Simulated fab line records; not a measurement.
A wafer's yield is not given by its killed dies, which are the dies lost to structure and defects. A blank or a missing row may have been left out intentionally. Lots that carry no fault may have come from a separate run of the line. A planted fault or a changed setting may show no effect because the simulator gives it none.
Code-filled problem report in 8D (eight disciplines) form | flow berkeley_cmos170 | the parts of the form that need people (team, actions taken, sign-off) are left out

== 1. THE ISSUE ==
Mean of oes_product_au at UCB170_NSD_STRIP_09: 0.579 a.u. across 6 wafers in 2 lots; on wafers with no fault it is 0.531 a.u. (standard deviation 0.004). Measured from the usual mean, that is +12 standard deviations.
The step: strips in O2.
Seen first at day 9 02:18 on plasma_asher-02, wafer L541.1. Wafers with a number at this step in the record: 36, from 12 lots. Rule for "out" (also "out of limits"): further than 4 standard deviations from the usual mean. The rest of the wafers with a number are treated as sound.

== 2. WHAT IT IS, AND WHAT IT ISN'T ==
question                    | is                     | is not
which readings at this step | oes_product_au         | drypump_motor_current_A
which lots                  | L540, L541             | L530, L531, L532, L533, L542, L544, L545, L547, L548, L553
which wafers of those lots  | all that have a number | -
read on which tools         | plasma_asher-02        | plasma_asher-03, plasma_asher-04
when                        | from day 9 02:18       | up to then (12 sound wafers); but 18 sound wafers of L542, L544, L545, L547, L548, L553 came after

== 3. THE SUSPECTS, EACH WITH WHAT RULES IT OUT ==
Counting: any tool at a process step up to the reading is kept as a suspect provided that every lot that is out went through it and no sound lot did after the first of them.
- plasma_asher-02 at UCB170_NSD_STRIP_09 (strips in O2): kept. All lots that are out passed through it, beginning with L541 at day 9 02:18, and no sound lot followed; its final sound lot before that point was L530 at day 7 06:14. On those wafers its own readings are out: oes_product_au.
The count leaves plasma_asher-02 at UCB170_NSD_STRIP_09.

== 4. THE CAUSE (what the simulator had put in) ==
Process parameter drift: plasma_asher-02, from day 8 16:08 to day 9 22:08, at UCB170_NSD_STRIP_09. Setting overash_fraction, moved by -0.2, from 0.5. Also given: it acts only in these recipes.
Only this tool survived the counting.

== 5. THE EFFECT CHAIN, in route order ==
Each row: a reading whose mean over the struck wafers that have a number lies more than 3 standard deviations from the usual. Scope: only readings with a usual standard deviation given in the record; hours: median across lots of the time from each lot's start at the first step in this table that gives one to its start at this step; sigmas: change in usual standard deviations.
hours | step                | reading        | usual      | on struck wafers | change | sigmas
0     | UCB170_NSD_STRIP_09 | oes_product_au | 0.531 a.u. | 0.579            | +0.048 | +12
The process steps in it:
- UCB170_NSD_STRIP_09: strips in O2.

== 6. HOW IT WOULD HAVE BEEN CAUGHT EARLIER ==
The fault began at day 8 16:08; the first out-of-limits reading in this record came at day 9 02:18, 10 hours later.
